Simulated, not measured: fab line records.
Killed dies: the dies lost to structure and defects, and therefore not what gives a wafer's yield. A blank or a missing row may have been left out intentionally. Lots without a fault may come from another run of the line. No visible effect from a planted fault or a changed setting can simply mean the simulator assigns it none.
One fault through the eyes of 2 desks || flow berkeley cmos170 || every desk sees just its own numbers, and what lay behind them comes last

== AT THE METROLOGY DESK ==
Lot by lot, what the gauges showed, no matter which tool ran the lot: averages of those sampled wafers that carry a number. Marked OUT: a lot whose mean sits more than 4 standard deviations from the usual mean, which makes it out of limits; the brackets give that distance.
Columns: A = PWELL_OXIDE_THK at UCB170_PWELL_THK_MEAS_03, usual 26.5 nm; B = PWELL_NITRIDE_THK at UCB170_PWELL_THK_MEAS_06, usual 220.3 nm; C = PWELL_OVL at UCB170_PWELL_OVL_MEAS_13, usual -4 nm
{"lot": "L535", "first seen here": "day 3 02:19", "A": 25.9, "B": 216.8, "C": 3}
{"lot": "L537", "first seen here": "day 3 12:41", "A": 25.9, "B": 218.1, "C": 6}
{"lot": "L543", "first seen here": "day 4 14:36", "A": 26.7, "B": 220.5, "C": -10}
{"lot": "L554", "first seen here": "day 6 20:29", "A": 25.8, "B": 219.9, "C": -0}
{"lot": "L553", "first seen here": "day 6 20:31", "A": 25.8, "B": 220.4, "C": 1}
{"lot": "L555", "first seen here": "day 7 04:28", "A": 26.8, "B": 222.4, "C": -6}
This desk's finding: nothing out of limits on any of the 6 lots.

== DESK OF THE TOOL OWNER: implanter-03 ==
For each lot that ran on this tool, the mean over its sampled wafers that have a number, from the tool's own readings at UCB170_PWELL_IMPLANT_15. Marked OUT: a lot whose mean sits more than 4 standard deviations from the usual mean, which makes it out of limits; the brackets give that distance.
Columns: A = beam energy keV at UCB170_PWELL_IMPLANT_15, usual 60.000
{"lot": "L535", "first seen here": "day 3 13:23", "A": 59.991}
{"lot": "L543", "first seen here": "day 4 21:30", "A": 60.031}
{"lot": "L554", "first seen here": "day 7 05:29", "A": "61.309 (+65) OUT"}
{"lot": "L553", "first seen here": "day 7 05:44", "A": "61.337 (+67) OUT"}
This desk's finding: out of limits on L553, L554; first on L554, day 7 05:29 (beam energy keV at UCB170_PWELL_IMPLANT_15). Within limits: L535, L543.

== TAKEN TOGETHER ==
An alarm could have come from the tool owner's desk at day 7 05:29, on L553, L554.
Metrology desk: nothing out of limits seen.
The metrology desk has L553, L554 on record, within its limits.
Of the lots named, all ran UCB170_PWELL_IMPLANT_15 on implanter-03.

== WHAT THE SIMULATOR HAD PUT IN ==
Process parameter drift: implanter-03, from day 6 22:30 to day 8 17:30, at UCB170_PWELL_IMPLANT_15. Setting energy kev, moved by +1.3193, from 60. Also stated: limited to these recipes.
Struck lots among those shown: L553, L554.
Delay in hours, fault start to first out-of-limits reading, by desk: the tool owner's desk at 7.
